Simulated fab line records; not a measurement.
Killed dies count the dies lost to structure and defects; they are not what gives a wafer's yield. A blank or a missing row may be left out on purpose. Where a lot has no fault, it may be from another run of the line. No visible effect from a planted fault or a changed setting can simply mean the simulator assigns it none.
What tool caused it? :: flow berkeley_cmos170 :: Sampling: 15 lots, 45 wafers, 6 of 331 route steps

## WHAT EACH GAUGE READ, for each wafer
UCB170_NVT_OVL_MEAS_06. Usual: NVT_OVL gives 0 nm (standard deviation 6.3).
lot: L924
measured: day 6 11:04
on: overlay-02
NVT_OVL (nm): -15 -4 -1
flag: 

lot: L927
measured: day 6 21:34
on: overlay-02
NVT_OVL (nm): -3 1 -5
flag: 

lot: L928
measured: day 7 10:59
on: overlay-02
NVT_OVL (nm): 1 -2 -4
flag: 

lot: L932
measured: day 7 22:32
on: overlay-02
NVT_OVL (nm): 0 1 7
flag: 

lot: L933
measured: day 8 18:25
on: overlay-01
NVT_OVL (nm): 7 3 8
flag: 

lot: L934
measured: day 8 18:34
on: overlay-02
NVT_OVL (nm): 6 4 6
flag: 

lot: L936
measured: day 9 05:18
on: overlay-02
NVT_OVL (nm): 1 2 2
flag: 

lot: L938
measured: day 9 05:33
on: overlay-01
NVT_OVL (nm): -7 1 -2
flag: 

lot: L937
measured: day 9 05:54
on: overlay-02
NVT_OVL (nm): 6 5 5
flag: 

lot: L939
measured: day 9 19:43
on: overlay-01
NVT_OVL (nm): -2 -7 -12
flag: 

lot: L942
measured: day 10 14:59
on: overlay-02
NVT_OVL (nm): 5 1 9
flag: 

lot: L944
measured: day 10 19:17
on: overlay-01
NVT_OVL (nm): 3 -1 -7
flag: 

lot: L945
measured: day 11 05:58
on: overlay-02
NVT_OVL (nm): -1 4 6
flag: 

lot: L946
measured: day 11 18:07
on: overlay-02
NVT_OVL (nm): -7 -5 -10
flag: 

lot: L947
measured: day 11 18:23
on: overlay-02
NVT_OVL (nm): 13 -3 12
flag: 

UCB170_NLDD_OVL_MEAS_07. Usual: NLDD_OVL gives -1 nm (standard deviation 5).
lot: L924
measured: day 7 08:55
on: overlay-02
NLDD_OVL (nm): 3 3 4
flag: 

lot: L927
measured: day 7 16:40
on: overlay-02
NLDD_OVL (nm): 1 0 0
flag: 

lot: L928
measured: day 8 08:21
on: overlay-01
NLDD_OVL (nm): -8 -4 2
flag: 

lot: L932
measured: day 8 21:33
on: overlay-02
NLDD_OVL (nm): 0 -1 4
flag: 

lot: L933
measured: day 10 05:39
on: overlay-02
NLDD_OVL (nm): 1 -3 7
flag: 

lot: L934
measured: day 10 07:21
on: overlay-02
NLDD_OVL (nm): 6 -3 7
flag: 

lot: L936
measured: day 10 06:50
on: overlay-01
NLDD_OVL (nm): -6 -10 -4
flag: 

lot: L938
measured: day 10 06:48
on: overlay-02
NLDD_OVL (nm): -1 -4 -5
flag: 

lot: L937
measured: day 10 07:05
on: overlay-02
NLDD_OVL (nm): 1 2 13
flag: 

lot: L939
measured: day 10 16:23
on: overlay-01
NLDD_OVL (nm): 6 5 1
flag: 

lot: L942
measured: day 11 16:27
on: overlay-01
NLDD_OVL (nm): -3 0 -4
flag: 

lot: L944
measured: day 11 16:40
on: overlay-02
NLDD_OVL (nm): -3 -2 0
flag: 

lot: L945
measured: day 12 05:10
on: overlay-02
NLDD_OVL (nm): 0 4 0
flag: 

lot: L946
measured: day 12 16:08
on: overlay-01
NLDD_OVL (nm): 3 1 6
flag: 

lot: L947
measured: day 12 16:24
on: overlay-02
NLDD_OVL (nm): 1 6 -6
flag: 

UCB170_NLDD_TW_MEAS_11. Usual: NLDD_TW gives 2214 (standard deviation 14).
lot: L924
measured: day 7 09:22
on: film_metro-01
NLDD_TW: 2225 2224 2232
flag: 

lot: L927
measured: day 7 17:06
on: film_metro-01
NLDD_TW: 2227 2220 2225
flag: 

lot: L928
measured: day 8 08:47
on: film_metro-01
NLDD_TW: 2208 2211 2202
flag: 

lot: L932
measured: day 8 21:59
on: film_metro-01
NLDD_TW: 2199 2211 2201
flag: 

lot: L933
measured: day 10 06:05
on: film_metro-02
NLDD_TW: 2147 2141 2148
flag: OFF

lot: L934
measured: day 10 07:48
on: film_metro-02
NLDD_TW: 2134 2150 2140
flag: OFF

lot: L936
measured: day 10 07:16
on: film_metro-01
NLDD_TW: 2155 2165 2153
flag: OFF

lot: L938
measured: day 10 07:14
on: film_metro-02
NLDD_TW: 2201 2206 2201
flag: 

lot: L937
measured: day 10 07:32
on: film_metro-02
NLDD_TW: 2201 2193 2201
flag: 

lot: L939
measured: day 10 16:50
on: film_metro-01
NLDD_TW: 2222 2217 2226
flag: 

lot: L942
measured: day 11 16:53
on: film_metro-01
NLDD_TW: 2218 2201 2205
flag: 

lot: L944
measured: day 11 17:06
on: film_metro-03
NLDD_TW: 2228 2239 2218
flag: 

lot: L945
measured: day 12 05:37
on: film_metro-01
NLDD_TW: 2204 2184 2207
flag: 

lot: L946
measured: day 12 16:34
on: film_metro-01
NLDD_TW: 2212 2206 2199
flag: 

lot: L947
measured: day 12 16:52
on: film_metro-01
NLDD_TW: 2200 2206 2208
flag: 

UCB170_SDANNEAL_RS_MEAS_05: measurement is done with a four-point probe. Usual: NLDD_RS gives 616.3 ohm/sq (standard deviation 1.4).
lot: L924
measured: day 7 21:44
on: film_metro-02
NLDD_RS (ohm/sq): 614.6 612.4 614.6
flag: 

lot: L927
measured: day 8 07:05
on: film_metro-03
NLDD_RS (ohm/sq): 618.4 617.5 619.0
flag: 

lot: L928
measured: day 8 20:04
on: film_metro-02
NLDD_RS (ohm/sq): 615.0 616.2 616.5
flag: 

lot: L932
measured: day 9 13:47
on: film_metro-03
NLDD_RS (ohm/sq): 617.6 617.3 618.1
flag: 

lot: L933
measured: day 10 18:01
on: film_metro-01
NLDD_RS (ohm/sq): 655.5 657.4 656.2
flag: OFF

lot: L934
measured: day 10 19:04
on: film_metro-03
NLDD_RS (ohm/sq): 657.2 656.5 659.3
flag: OFF

lot: L936
measured: day 10 18:31
on: film_metro-03
NLDD_RS (ohm/sq): 659.0 659.3 659.3
flag: OFF

lot: L938
measured: day 10 18:31
on: film_metro-01
NLDD_RS (ohm/sq): 616.4 616.1 615.6
flag: 

lot: L937
measured: day 10 18:47
on: film_metro-02
NLDD_RS (ohm/sq): 618.0 617.3 616.6
flag: 

lot: L939
measured: day 11 05:17
on: film_metro-01
NLDD_RS (ohm/sq): 614.2 614.3 615.3
flag: 

lot: L942
measured: day 12 06:53
on: film_metro-02
NLDD_RS (ohm/sq): 614.6 616.0 615.0
flag: 

lot: L944
measured: day 12 07:04
on: film_metro-03
NLDD_RS (ohm/sq): 618.3 617.1 618.5
flag: 

lot: L945
measured: day 12 17:45
on: film_metro-01
NLDD_RS (ohm/sq): 614.8 614.4 614.5
flag: 

lot: L946
measured: day 13 02:55
on: film_metro-02
NLDD_RS (ohm/sq): 616.6 615.3 616.6
flag: 

lot: L947
measured: day 13 03:52
on: film_metro-03
NLDD_RS (ohm/sq): 617.6 616.7 616.7
flag: 

## WHICH TOOL RAN EACH LOT (tool, then ch and the chambers of the sampled wafers, then the start)
lot: L924
UCB170_PLDD_STRIP_10: plasma_asher-03 ch 0,1, day 7 06:54
UCB170_NLDD_IMPLANT_09: implanter-04 ch 0, day 7 09:07

lot: L927
UCB170_PLDD_STRIP_10: plasma_asher-01 ch 0,1, day 7 15:22
UCB170_NLDD_IMPLANT_09: implanter-02 ch 0, day 7 16:52

lot: L928
UCB170_PLDD_STRIP_10: plasma_asher-01 ch 0,1, day 8 06:52
UCB170_NLDD_IMPLANT_09: implanter-03 ch 0, day 8 08:34

lot: L932
UCB170_PLDD_STRIP_10: plasma_asher-01 ch 0,1, day 8 20:00
UCB170_NLDD_IMPLANT_09: implanter-02 ch 0, day 8 21:45

lot: L933
UCB170_PLDD_STRIP_10: plasma_asher-01 ch 0,1, day 10 03:32
UCB170_NLDD_IMPLANT_09: implanter-02 ch 0, day 10 05:52

lot: L934
UCB170_PLDD_STRIP_10: plasma_asher-01 ch 0,1, day 10 04:40
UCB170_NLDD_IMPLANT_09: implanter-02 ch 0, day 10 07:36

lot: L936
UCB170_PLDD_STRIP_10: plasma_asher-03 ch 0,1, day 10 04:16
UCB170_NLDD_IMPLANT_09: implanter-02 ch 0, day 10 07:02

lot: L938
UCB170_PLDD_STRIP_10: plasma_asher-01 ch 0,1, day 10 04:16
UCB170_NLDD_IMPLANT_09: implanter-03 ch 0, day 10 07:01

lot: L937
UCB170_PLDD_STRIP_10: plasma_asher-03 ch 0,1, day 10 04:32
UCB170_NLDD_IMPLANT_09: implanter-03 ch 0, day 10 07:17

lot: L939
UCB170_PLDD_STRIP_10: plasma_asher-03 ch 1, day 10 14:14
UCB170_NLDD_IMPLANT_09: implanter-04 ch 0, day 10 16:34

lot: L942
UCB170_PLDD_STRIP_10: plasma_asher-03 ch 0, day 11 13:37
UCB170_NLDD_IMPLANT_09: implanter-04 ch 0, day 11 16:38

lot: L944
UCB170_PLDD_STRIP_10: plasma_asher-02 ch 0,1, day 11 13:53
UCB170_NLDD_IMPLANT_09: implanter-03 ch 0, day 11 16:51

lot: L945
UCB170_PLDD_STRIP_10: plasma_asher-01 ch 0,1, day 12 03:40
UCB170_NLDD_IMPLANT_09: implanter-04 ch 0, day 12 05:22

lot: L946
UCB170_PLDD_STRIP_10: plasma_asher-02 ch 0,1, day 12 14:49
UCB170_NLDD_IMPLANT_09: implanter-04 ch 0, day 12 16:19

lot: L947
UCB170_PLDD_STRIP_10: plasma_asher-03 ch 0,1, day 12 15:05
UCB170_NLDD_IMPLANT_09: implanter-03 ch 0, day 12 16:38
- UCB170_PLDD_STRIP_10: strips in O2.
- UCB170_NLDD_IMPLANT_09

## AS READ BY THE TOOLS THEMSELVES (means over the sampled wafers that have a number; for cases with no such wafer, the mark the record gives instead)
UCB170_PLDD_STRIP_10. Usual: drypump_motor_current_A 5.7 A, standard deviation 0.47; oes_product_au 0.734 a.u., standard deviation 0.0046; strip_time_to_endpoint_s 21.63 s, standard deviation 0.062.
lot: L924
tool: plasma_asher-03
drypump_motor_current_A (A): 5.8
oes_product_au (a.u.): 0.738
strip_time_to_endpoint_s (s): 21.59
flag: 

lot: L927
tool: plasma_asher-01
drypump_motor_current_A (A): 5.9
oes_product_au (a.u.): 0.735
strip_time_to_endpoint_s (s): 21.62
flag: 

lot: L928
tool: plasma_asher-01
drypump_motor_current_A (A): 5.9
oes_product_au (a.u.): 0.737
strip_time_to_endpoint_s (s): 21.67
flag: 

lot: L932
tool: plasma_asher-01
drypump_motor_current_A (A): 5.9
oes_product_au (a.u.): 0.732
strip_time_to_endpoint_s (s): 21.54
flag: 

lot: L933
tool: plasma_asher-01
drypump_motor_current_A (A): 6.0
oes_product_au (a.u.): 0.733
strip_time_to_endpoint_s (s): 21.62
flag: 

lot: L934
tool: plasma_asher-01
drypump_motor_current_A (A): 5.9
oes_product_au (a.u.): 0.733
strip_time_to_endpoint_s (s): 21.56
flag: 

lot: L936
tool: plasma_asher-03
drypump_motor_current_A (A): 5.4
oes_product_au (a.u.): 0.734
strip_time_to_endpoint_s (s): 21.61
flag: 

lot: L938
tool: plasma_asher-01
drypump_motor_current_A (A): 5.9
oes_product_au (a.u.): 0.732
strip_time_to_endpoint_s (s): 21.67
flag: 

lot: L937
tool: plasma_asher-03
drypump_motor_current_A (A): 5.8
oes_product_au (a.u.): 0.730
strip_time_to_endpoint_s (s): 21.63
flag: 

lot: L939
tool: plasma_asher-03
drypump_motor_current_A (A): 5.1
oes_product_au (a.u.): 0.737
strip_time_to_endpoint_s (s): 21.64
flag: 

lot: L942
tool: plasma_asher-03
drypump_motor_current_A (A): 6.1
oes_product_au (a.u.): 0.739
strip_time_to_endpoint_s (s): 21.59
flag: 

lot: L944
tool: plasma_asher-02
drypump_motor_current_A (A): 5.1
oes_product_au (a.u.): 0.732
strip_time_to_endpoint_s (s): 21.67
flag: 

lot: L945
tool: plasma_asher-01
drypump_motor_current_A (A): 5.9
oes_product_au (a.u.): 0.732
strip_time_to_endpoint_s (s): 21.61
flag: 

lot: L946
tool: plasma_asher-02
drypump_motor_current_A (A): 5.6
oes_product_au (a.u.): 0.736
strip_time_to_endpoint_s (s): 21.64
flag: 

lot: L947
tool: plasma_asher-03
drypump_motor_current_A (A): 5.4
oes_product_au (a.u.): 0.736
strip_time_to_endpoint_s (s): 21.66
flag: 

UCB170_NLDD_IMPLANT_09. Usual: dose_ions_cm2 5e+13, standard deviation 4.8e+10; faraday_current_uA 159, standard deviation 3.2.
lot: L924
tool: implanter-04
dose_ions_cm2: 5e+13
faraday_current_uA: 161
flag: 

lot: L927
tool: implanter-02
dose_ions_cm2: 5e+13
faraday_current_uA: 162
flag: 

lot: L928
tool: implanter-03
dose_ions_cm2: 5e+13
faraday_current_uA: 158
flag: 

lot: L932
tool: implanter-02
dose_ions_cm2: 5e+13
faraday_current_uA: 159
flag: 

lot: L933
tool: implanter-02
dose_ions_cm2: 4e+13
faraday_current_uA: 128
flag: OFF

lot: L934
tool: implanter-02
dose_ions_cm2: 4e+13
faraday_current_uA: 131
flag: OFF

lot: L936
tool: implanter-02
dose_ions_cm2: 4e+13
faraday_current_uA: 128
flag: OFF

lot: L938
tool: implanter-03
dose_ions_cm2: 5e+13
faraday_current_uA: 160
flag: 

lot: L937
tool: implanter-03
dose_ions_cm2: 5e+13
faraday_current_uA: 160
flag: 

lot: L939
tool: implanter-04
dose_ions_cm2: 5e+13
faraday_current_uA: 159
flag: 

lot: L942
tool: implanter-04
dose_ions_cm2: 5e+13
faraday_current_uA: 161
flag: 

lot: L944
tool: implanter-03
dose_ions_cm2: 5e+13
faraday_current_uA: 158
flag: 

lot: L945
tool: implanter-04
dose_ions_cm2: 5e+13
faraday_current_uA: 157
flag: 

lot: L946
tool: implanter-04
dose_ions_cm2: 5e+13
faraday_current_uA: 163
flag: 

lot: L947
tool: implanter-03
dose_ions_cm2: 5e+13
faraday_current_uA: 160
flag: 

## THE ANSWER, worked out from the rows above alone
Rule: lot off if the mean of its wafers having a number is beyond 3 standard deviations from the usual mean. Also off: a lot with no number at a reading for which 4 or more lots have one. Where the step has rows for the other lots, those lots are counted as sound. After the gauges, taken in route order, come the tools' own readings; for these a lot's mean is taken, as printed above. The first step at which some lot is off is used, and at that step the reading that is off furthest; a lot without a number counts as furthest.
Off: at UCB170_NLDD_TW_MEAS_11 (NLDD_TW), L933, L934, L936.
If a tool, at a process step before that reading, ran all the lots that are off and no sound lot after the first of them, it fits. The gauges at UCB170_NLDD_TW_MEAS_11 aren't tried: what is off there is off at UCB170_NLDD_IMPLANT_09 too, on other tools, and a gauge's error can't cause that. One fits: UCB170_NLDD_IMPLANT_09 on implanter-02. A fault onset in the window from L932 (day 8 21:45, its last sound lot) to L933 (day 10 05:52, its first lot off) fits.
The tool's own readings at UCB170_NLDD_IMPLANT_09 bear it out: on the lots that are off they differ by more than 5 times the standard deviation of the sound lots' means. dose_ions_cm2 reads 4e+13 there against 5e+13 on the sound lots; faraday_current_uA reads 129 there against 160 on the sound lots.

## WHAT WAS PUT IN BY THE SIMULATOR
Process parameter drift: implanter-02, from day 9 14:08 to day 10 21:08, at UCB170_NLDD_IMPLANT_09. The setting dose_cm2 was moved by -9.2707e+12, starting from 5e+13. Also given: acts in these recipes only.
Shown lots that were struck: L933, L934, L936. The same result came from the rule above.
